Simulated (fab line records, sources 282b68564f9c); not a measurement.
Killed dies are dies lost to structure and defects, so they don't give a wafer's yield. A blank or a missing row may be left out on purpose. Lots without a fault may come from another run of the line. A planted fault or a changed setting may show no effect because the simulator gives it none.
fab line records | flow rit_cmos
record lots=5 wafers=15 last_day=6
route steps=202 shown CONTACT@172 M1@184
lots that met no fault: from a run of the same line without faults
start_h: hours from the record's first day to the start of the lot's first wafer shown | wait_h: hours since the lot's step before | " the same as in the row above | L1.1+2: a row that stands for several wafers | - no value, or no start given | * or withheld: withheld | < > ~ a bound
route shown NAME@n: a module of which the file shows steps, and the number in the route of the first | usual: mean/standard deviation of fault-free wafers | same: alike in all rows | chamber/n: place in a boat | sites: the reading at each site | _std_site: their standard deviation | _edge_site: outer sites' mean less inner sites' | radius_mm: how far each site lies from the wafer's centre | mask NAME#n: copy n | behind: the tool/chamber that last shaped the wafer | hold: why the lot was held/for how many hours/how that ended | device: the transistor (n, p or np) that didn't switch | end of line: the same wafers' tests at the end of the route | a step without rows: its recipe alone | killed: dies lost to structure and defects at the first sort, not the wafer's yield | map: a wafer's dies, x killed, . not, _ none there
set.NAME: the setting as run; set.NAME@STEP: as run at that earlier step | model.NAME: the simulator's own value behind a step, which no gauge read
lots at some steps of the route; a table a step, a row a wafer
services: from which hour (start_h, from the record's first day; less than 0 if before it) a tool's chamber was out of use, for how many hours, and why
## steps
# step RIT_CONTACT_SOFTBAKE_04
# recipe resist=NOVOLAK temp_c=90 time_s=60
# step RIT_CONTACT_EXPOSE_05
# recipe mask_id=M11 na=0.6 source_shape=conventional sigma_outer=0.5 target_cd_nm=1000 dose_mj=250
# step RIT_CONTACT_PEB_06
# recipe resist=NOVOLAK temp_c=withheld time_s=withheld
# step RIT_CONTACT_DEVELOP_07
# recipe resist=NOVOLAK develop_time_s=120 dev_temp_c=23
# step RIT_CONTACT_CD_MEAS_08
# recipe target_cd_nm=1000
# usual cd_nm=1000.5/2
# columns lot.wafer tool chamber start_h wait_h cd_nm
L670.1 cd_sem-02 - 53.14 - 1000.0
L670.5 " - " " 1001.0
L670.6 " - " " 997.1
L671.2 cd_sem-02 - 57.73 - 999.2
L671.5 " - " " 1001.3
L671.6 " - " " 1001.0
L675.1 cd_sem-02 - 78.37 - 997.7
L675.3 " - " " 996.9
L675.4 " - " " 996.6
L682.1 cd_sem-02 - 112.19 - 1001.3
L682.3 " - " " 1003.8
L682.6 " - " " 1000.3
L689.1 cd_sem-02 - 148.08 - 1002.3
L689.3 " - " " 1000.3
L689.4 " - " " 999.9
# step RIT_CONTACT_OVL_MEAS_09
# usual CONTACT_OVL=0.4/1.7
# columns lot.wafer tool chamber start_h wait_h CONTACT_OVL[nm]
L670.1 overlay-02 - 53.26 0.1 -0.8
L670.5 " - " " 0.0
L670.6 " - " " 0.1
L671.2 overlay-02 - 57.84 0.1 0.2
L671.5 " - " " 0.2
L671.6 " - " " -0.1
L675.1 overlay-02 - 78.49 0.1 -0.6
L675.3 " - " " -1.9
L675.4 " - " " -1.3
L682.1 overlay-01 - 112.31 0.1 3.1
L682.3 " - " " 2.1
L682.6 " - " " 3.6
L689.1 overlay-02 - 148.20 0.1 -1.1
L689.3 " - " " -0.8
L689.4 " - " " 0.4
# step RIT_CONTACT_HARDBAKE_10
# recipe resist=NOVOLAK temp_c=140 time_s=60
# step RIT_CONTACT_ETCH_11
# recipe target_depth_a=4800 over_etch_frac=0.2 stop_on=TiSi2 chemistry=CHF3/CF4/Ar target=SiO2 CHF3_flow_sccm=50 cf4_flow_sccm=10 Ar_flow_sccm=100 O2_flow_sccm=5 pressure_mtorr=100 rf_w=200 time_s=320
# usual drypump_motor_current_A=5.7/0.5 oes_product_au=0.988/0.011 throttle_valve_pct=8.84/0.1
# columns lot.wafer tool chamber start_h wait_h drypump_motor_current_A oes_product_au rf_hours_counter_h throttle_valve_pct
L670.1 rie_diel-01 2 53.44 0.1 5.3 0.994 80 8.84
L670.5 " 1 " " 5.9 0.991 - 8.95
L670.6 " 0 " " 5.3 0.986 - 8.69
L671.2 rie_diel-03 1 58.02 0.1 5.8 0.971 164 8.66
L671.5 " 1 " " 5.8 0.969 - 8.66
L671.6 " 0 " " 5.1 0.978 - 8.98
L675.1 rie_diel-01 0 78.67 0.1 5.3 0.989 131 8.73
L675.3 " 1 " " 5.9 0.988 161 8.95
L675.4 " 3 " " 6.5 0.984 15 8.76
L682.1 rie_diel-04 1 112.49 0.1 6.5 0.981 67 8.96
L682.3 " 0 " " 5.1 0.998 126 8.85
L682.6 " 3 " " 5.9 0.991 - 8.90
L689.1 rie_diel-04 2 148.39 0.1 5.1 0.994 27 8.93
L689.3 " 3 " " 5.9 0.988 44 8.89
L689.4 " 1 " " 6.5 0.986 68 8.96
# step RIT_CONTACT_STRIP_12
# recipe chemistry=O2 time_s=180 resist=NOVOLAK platen_temp_c=withheld power_w=500 pressure_mtorr=4000 o2_flow_sccm=4000
# usual drypump_motor_current_A=5.8/0.3 o2_flow_sccm=4000/11
# columns lot.wafer tool chamber start_h wait_h drypump_motor_current_A o2_flow_sccm rf_hours_counter_h
L670.1 plasma_asher-01 0 53.64 0.1 6.1 3985 38
L670.5 " 1 " " 5.3 3984 -
L670.6 " 0 " " 6.1 3987 -
L671.2 plasma_asher-03 1 58.21 0.1 5.9 3985 39
L671.5 " 0 " " 5.4 3978 -
L671.6 " 1 " " 6.0 3986 -
L675.1 plasma_asher-01 1 78.87 0.1 5.3 3988 40
L675.3 " 1 " " 5.3 3995 -
L675.4 " 0 " " 6.1 3996 -
L682.1 plasma_asher-03 1 112.69 0.1 5.9 4000 45
L682.3 " 1 " " 5.9 3986 -
L682.6 " 0 " " 5.5 4020 -
L689.1 plasma_asher-01 0 148.58 0.1 6.1 3999 46
L689.3 " 1 " " 5.3 4008 -
L689.4 " 0 " " 6.1 3996 -
# step RIT_CONTACT_CD_MEAS_90
# recipe target_cd_nm=1000
# usual cd_nm=1000.6/1.9
# columns lot.wafer tool chamber start_h wait_h cd_nm
L670.1 cd_sem-01 - 53.81 0.1 1000.2
L670.5 " - " " 1001.2
L670.6 " - " " 998.1
L671.2 cd_sem-02 - 58.41 0.1 999.7
L671.5 " - " " 1001.3
L671.6 " - " " 1001.2
L675.1 cd_sem-01 - 79.04 0.1 998.1
L675.3 " - " " 997.2
L675.4 " - " " 996.9
L682.1 cd_sem-01 - 112.86 0.1 1001.3
L682.3 " - " " 1004.0
L682.6 " - " " 1000.1
L689.1 cd_sem-01 - 148.76 0.1 1002.5
L689.3 " - " " 999.7
L689.4 " - " " 999.9
# step RIT_CONTACT_CLEAN_13
# recipe chemistry=SC1 mix=3:3:50 time_s=600 temp_c=75
# step RIT_CONTACT_CLEAN_14
# recipe chemistry=SC2 mix=3:3:50 time_s=600 temp_c=75 dry=n2_spin
# step RIT_M1_SPUTTER_00
# recipe material=Al target_thk_nm=400 power_w=2000 chamber_pressure_pa=0.4 gas=Ar time_s=500 substrate_temp_c=25
# usual throttle_valve_pct=30.0/0.93
# columns lot.wafer tool chamber start_h wait_h throttle_valve_pct model.Al_of_M1_SPUTTER_00.thk_nm
L670.1 pvd_sputter-03 - 54.28 0.0 30.3 401.3
L670.5 " - " " 30.1 399.4
L670.6 " - " " 27.5 396.5
L671.2 pvd_sputter-02 - 58.88 0.0 30.9 397.7
L671.5 " - " " 29.1 403.5
L671.6 " - " " 30.4 400
L675.1 pvd_sputter-02 - 79.70 0.0 30.1 221.9
L675.3 " - " " 30.5 405.5
L675.4 " - " " 30.8 406.7
L682.1 pvd_sputter-03 - 113.35 0.0 27.9 400
L682.3 " - " " 30.0 401.7
L682.6 " - " " 30.2 402.4
L689.1 pvd_sputter-03 - 149.40 0.0 27.7 402.1
L689.3 " - " " 29.6 404.8
L689.4 " - " " 30.4 405.1
# step RIT_M1_RS_MEAS_01
# recipe thk_meas_gauge=four-point-probe reads=Al_of_M1_SPUTTER_00
# usual M1_AL_RS=0.0732/0.00088
# columns lot.wafer tool chamber start_h wait_h hold M1_AL_RS[ohm/sq]
L670.1 film_metro-03 - 54.58 0.1 - 0.0732
L670.5 " - " " - 0.0734
L670.6 " - " " - 0.0739
L671.2 film_metro-04 - 59.19 0.2 - 0.0739
L671.5 " - " " - 0.0730
L671.6 " - " " - 0.0735
L675.1 film_metro-01 - 80.00 0.1 await_dispo/0.2h/release 0.1352
L675.3 " - " " await_dispo/0.2h/release 0.0724
L675.4 " - " " await_dispo/0.2h/release 0.0721
L675.1 film_metro-01 - 80.28 0.3 - 0.1356
L675.3 " - " " - 0.0726
L675.4 " - " " - 0.0722
L682.1 film_metro-01 - 113.64 0.1 - 0.0735
L682.3 " - " " - 0.0731
L682.6 " - " " - 0.0730
L689.1 film_metro-04 - 149.70 0.1 - 0.0732
L689.3 " - " " - 0.0727
L689.4 " - " " - 0.0725
# step RIT_M1_THK_MEAS_02
# recipe thk_meas_gauge=xrf reads=Al_of_M1_SPUTTER_00
# usual M1_AL_THK=405/5.5
# columns lot.wafer tool chamber start_h wait_h hold M1_AL_THK[nm]
L670.1 film_metro-03 - 54.70 0.1 - 407
L670.5 " - " " - 406
L670.6 " - " " - 401
L671.2 film_metro-04 - 59.30 0.1 - 401
L671.5 " - " " - 407
L671.6 " - " " - 406
L675.1 film_metro-01 - 82.32 2.0 await_dispo/0.2h/release 222
L675.3 " - " " await_dispo/0.2h/release 405
L675.4 " - " " await_dispo/0.2h/release 407
L675.1 film_metro-01 - 82.59 0.3 - 224
L675.3 " - " " - 405
L675.4 " - " " - 410
L682.1 film_metro-01 - 113.76 0.1 - 405
L682.3 " - " " - 407
L682.6 " - " " - 406
L689.1 film_metro-04 - 149.82 0.1 - 408
L689.3 " - " " - 412
L689.4 " - " " - 412
# step RIT_M1_COAT_04
# recipe resist=NOVOLAK spin_rpm=2000 resist_thk_nm=1300
# step RIT_M1_SOFTBAKE_05
# recipe resist=NOVOLAK temp_c=90 time_s=60
# step RIT_M1_EXPOSE_06
# recipe mask_id=M12 na=0.6 source_shape=conventional sigma_outer=0.5 target_cd_nm=2600 dose_mj=250
# step RIT_M1_PEB_07
# recipe resist=NOVOLAK temp_c=withheld time_s=withheld
# step RIT_M1_DEVELOP_08
# recipe resist=NOVOLAK develop_time_s=68 dev_temp_c=23
# step RIT_M1_CD_MEAS_09
# recipe target_cd_nm=2600
# usual cd_nm=2600.0/2.6
# columns lot.wafer tool chamber start_h wait_h cd_nm
L670.1 cd_sem-02 - 55.64 - 2600.4
L670.5 " - " " 2602.5
L670.6 " - " " 2602.0
L671.2 cd_sem-01 - 60.37 - 2600.5
L671.5 " - " " 2599.9
L671.6 " - " " 2599.8
L675.1 cd_sem-02 - 87.16 - 2601.4
L675.3 " - " " 2601.0
L675.4 " - " " 2601.6
L682.1 cd_sem-01 - 114.83 - 2598.5
L682.3 " - " " 2600.4
L682.6 " - " " 2598.5
L689.1 cd_sem-02 - 150.76 - 2596.1
L689.3 " - " " 2596.8
L689.4 " - " " 2596.3
# step RIT_M1_OVL_MEAS_10
# usual M1_OVL=0.5/1.4
# columns lot.wafer tool chamber start_h wait_h M1_OVL[nm]
L670.1 overlay-01 - 55.76 0.1 1.3
L670.5 " - " " 0.3
L670.6 " - " " 0.5
L671.2 overlay-01 - 60.48 0.1 -0.1
L671.5 " - " " 0.0
L671.6 " - " " -0.4
L675.1 overlay-01 - 87.28 0.1 -1.5
L675.3 " - " " -2.4
L675.4 " - " " -2.0
L682.1 overlay-02 - 114.95 0.1 0.5
L682.3 " - " " 3.3
L682.6 " - " " 0.8
L689.1 overlay-02 - 150.88 0.1 2.1
L689.3 " - " " 1.5
L689.4 " - " " 1.2
# step RIT_M1_HARDBAKE_11
# recipe resist=NOVOLAK temp_c=140 time_s=120
# step RIT_M1_METAL_ETCH_12
# recipe stop_on=SiO2 chemistry=Cl2/BCl3 target=Al time_s=165 over_etch_frac=0.5 pressure_mtorr=100 target_depth_a=6000 rf_w=250 Cl2_flow_sccm=60 bcl3_flow_sccm=50
# usual drypump_motor_current_A=5.4/0.53 mfc_cl2_sccm=59.99/0.21 oes_product_au=0.780/0.014 throttle_valve_pct=8.23/0.13
# columns lot.wafer tool chamber start_h wait_h drypump_motor_current_A mfc_cl2_sccm oes_product_au rf_hours_counter_h throttle_valve_pct
L670.1 rie_metal-02 1 56.04 0.2 6.1 59.69 0.798 35 8.47
L670.5 " 1 " " 6.0 59.89 0.797 - 8.48
L670.6 " 0 " " 4.6 60.06 0.779 - 8.11
L671.2 rie_metal-04 1 60.76 0.2 5.3 60.20 0.788 2 8.39
L671.5 " 1 " " 5.3 59.84 0.783 - 8.37
L671.6 " 0 " " 5.2 59.86 0.753 - 8.17
L675.1 rie_metal-02 1 87.56 0.2 6.1 60.08 0.582 36 8.51
L675.3 " 0 " " 4.6 60.06 0.789 - 8.10
L675.4 " 1 " " 6.1 60.14 0.809 - 8.47
L682.1 rie_metal-03 0 115.24 0.2 6.2 59.60 0.780 4 8.15
L682.3 " 1 " " 5.3 60.12 0.772 - 8.17
L682.6 " 1 " " 5.3 60.33 0.772 - 8.17
L689.1 rie_metal-03 1 151.26 0.2 5.3 60.07 0.778 5 8.18
L689.3 " 1 " " 5.3 60.08 0.779 - 8.16
L689.4 " 0 " " 6.3 59.92 0.789 - 8.14
# step RIT_M1_STRIP_13
# recipe chemistry=nmp resist=NOVOLAK temp_c=80 time_s=600 dry=n2_spin
# step RIT_M1_PROBE_99
# usual defect_limited_yield=97.3/1.3 killed_at_front_end=7/3.3 killed_dies=7/3.3 killed_open=3.6/2 killed_short=3.6/2.1 sort_bin_3_pad_short=0.1/0.25 sort_bin_5_function=1.6/0.91 sort_bin_6_memory=1.0/0.65 sort_n_pass=257/3.3 sort_yield_pct=97.3/1.3
# same gross_dies=264 killed_at_M0_to_M3=0 killed_at_M4_up=0 killed_at_back_side=0 killed_at_contacts=0 killed_at_other=0
# columns lot.wafer tool chamber start_h wait_h hold defect_limited_yield[%] killed_at_front_end killed_dies killed_open killed_short sort_bin_3_pad_short[%] sort_bin_5_function[%] sort_bin_6_memory[%] sort_n_pass sort_yield_pct[%]
L670.1 prober-01 - 58.30 0.1 - 96.6 9 9 4 5 0.4 1.5 1.5 255 96.6
L670.5 prober-01 - 58.50 0.2 - 97.3 7 7 3 4 0 1.9 0.8 257 97.3
L670.6 prober-01 - 58.55 0.2 - 98.1 5 5 3 2 0 1.1 0.8 259 98.1
L671.2 prober-02 - 63.49 0.1 - 96.6 9 9 3 6 0 1.9 1.5 255 96.6
L671.5 prober-02 - 63.64 0.2 - 97.7 6 6 3 3 0 1.9 0.4 258 97.7
L671.6 prober-02 - 63.69 0.2 - 95.8 11 11 7 4 0 3.0 1.1 253 95.8
L675.1 prober-02 - 92.56 2.5 await_dispo/2.4h/release 97.7 6 6 3 3 0 1.9 0.4 258 97.7
L675.3 prober-02 - 92.66 2.6 await_dispo/2.4h/release 95.8 11 11 6 5 0.4 3.0 0.8 253 95.8
L675.4 prober-02 - 92.71 2.6 await_dispo/2.4h/release 98.9 3 3 1 2 0 0.4 0.8 261 98.9
L682.1 prober-01 - 117.49 0.1 - 98.1 5 5 3 2 0 1.5 0.4 259 98.1
L682.3 prober-01 - 117.59 0.2 - 98.5 4 4 2 2 0 1.1 0.4 260 98.5
L682.6 prober-01 - 117.74 0.2 - 96.6 9 9 4 5 0.8 2.3 0.4 255 96.6
L689.1 prober-02 - 153.51 0.1 - 98.1 5 5 4 1 0 1.5 0.4 259 98.1
L689.3 prober-02 - 153.61 0.2 - 98.1 5 5 4 1 0 1.5 0.4 259 98.1
L689.4 prober-02 - 153.66 0.2 - 96.6 9 9 5 4 0 1.1 2.3 255 96.6
# killed by level:class
L670.1 GATE:geometric_particle:short=3 FOX1:geometric_particle:open=2 GATE:geometric_particle:open=2 FOX1:geometric_particle:short=1 SILICIDE:geometric_particle:short=1
L670.5 FOX1:geometric_particle:short=2 GATE:geometric_particle:open=2 GATE:geometric_particle:short=1 SILICIDE:geometric_particle:open=1 SILICIDE:geometric_particle:short=1
L670.6 ACTIVE:geometric_particle:open=1 FOX2:geometric_particle:open=1 FOX2:geometric_particle:short=1 GATE:geometric_particle:open=1 SPACER:geometric_particle:short=1
L671.2 FOX1:geometric_particle:short=3 GATE:geometric_particle:short=3 GATE:geometric_particle:open=2 FOX1:geometric_particle:open=1
L671.5 GATE:geometric_particle:short=2 REOX:geometric_particle:open=1 SPACER:geometric_particle:short=1 SPACER:geometric_particle:open=1 SILICIDE:geometric_particle:open=1
L671.6 GATE:geometric_particle:open=5 GATE:geometric_particle:short=2 FOX1:geometric_particle:short=1 REOX:geometric_particle:open=1 SILICIDE:geometric_particle:short=1 SILICIDE:geometric_particle:open=1
L675.1 FOX1:geometric_particle:open=2 GATE:geometric_particle:short=2 FOX2:geometric_particle:short=1 SILICIDE:geometric_particle:open=1
L675.3 FOX2:geometric_particle:open=3 REOX:geometric_particle:short=2 FOX1:geometric_particle:short=1 FOX2:geometric_particle:short=1 GATE:geometric_particle:open=1 SPACER:geometric_particle:open=1 SILICIDE:geometric_particle:short=1 SILICIDE:geometric_particle:open=1
L675.4 GATE:geometric_particle:short=1 GATE:geometric_particle:open=1 SPACER:geometric_particle:short=1
L682.1 GATE:geometric_particle:open=2 FOX2:geometric_particle:open=1 GATE:geometric_particle:short=1 SPACER:geometric_particle:short=1
L682.3 FOX2:geometric_particle:short=2 GATE:geometric_particle:open=2
L682.6 SPACER:geometric_particle:short=3 GATE:geometric_particle:short=2 FOX1:geometric_particle:open=1 GATE:geometric_particle:open=1 SPACER:geometric_particle:open=1 SILICIDE:geometric_particle:open=1
L689.1 GATE:geometric_particle:open=3 FOX2:geometric_particle:short=1 SILICIDE:geometric_particle:open=1
L689.3 GATE:geometric_particle:open=2 FOX1:geometric_particle:open=1 REOX:geometric_particle:open=1 SILICIDE:geometric_particle:short=1
L689.4 FOX1:geometric_particle:short=2 FOX2:geometric_particle:open=2 GATE:geometric_particle:open=2 SPACER:geometric_particle:short=1 SILICIDE:geometric_particle:short=1 SILICIDE:geometric_particle:open=1
# map L675.3 (x killed, . not)
________......._______
_____............x____
____...........x...___
___......x..........__
__..................._
__.x...x............._
_.....................
_.....................
_............x........
_...................x.
__..................._
__.....x..x.........._
___.................__
____...............___
_____......x...x..____
________......._______
# map L671.6 (x killed, . not)
________......._______
_____..x..........____
____...............___
___..............x..__
__..............x...._
__..................._
_......x..............
_.....................
_...........x...xx....
_.....................
__..................._
__...............x..._
___x..x.............__
____.............x.___
_____.............____
________......._______
## services
# columns tool chamber start_h hours kind
rie_metal-03 - 35.03 38.9 repair
rie_diel-03 - 55.20 1.5 repair
rie_diel-03 1 75.11 - clean
rie_diel-03 1 75.11 20.8 scheduled_down
rie_diel-03 1 75.11 20.8 vent_cycle
rie_diel-03 2 90.93 5.7 repair
rie_diel-01 1 98.07 - clean
rie_diel-01 1 98.07 - consumable_replace:esc
rie_diel-01 1 98.07 27.3 scheduled_down
rie_diel-01 1 98.07 27.3 vent_cycle
plasma_asher-01 - 111.34 10.6 repair
plasma_asher-01 - 123.88 14.6 pm
rie_metal-02 - 136.12 20.0 pm
rie_metal-02 0 136.12 20.0 vent_cycle
rie_metal-02 1 136.12 29.4 vent_cycle
pvd_sputter-02 - 141.30 8.2 repair
## key
first_sign step=RIT_M1_RS_MEAS_01 reading=visit direction=added
effect step=RIT_M1_RS_MEAS_01 reading=M1_AL_RS direction=up sigmas=70 usual=0.0732 struck=0.1352
effect step=RIT_M1_THK_MEAS_02 reading=visit direction=added
effect step=RIT_M1_THK_MEAS_02 reading=M1_AL_THK direction=down sigmas=33 usual=405 struck=222
effect step=RIT_M1_METAL_ETCH_12 reading=oes_product_au direction=down sigmas=14 usual=0.780 struck=0.582
model_effect step=RIT_M1_SPUTTER_00 value=Al_of_M1_SPUTTER_00.thk_nm without=408.1 struck=221.9
met_at RIT_M1_SPUTTER_00
struck_wafers L675.1
fault kind=process_parameter_drift tool=pvd_sputter-02 chamber=- onset_h=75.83 steps=RIT_M1_SPUTTER_00 channel=time_s offset=* shape=step stated=* scope=struck_wafers_only
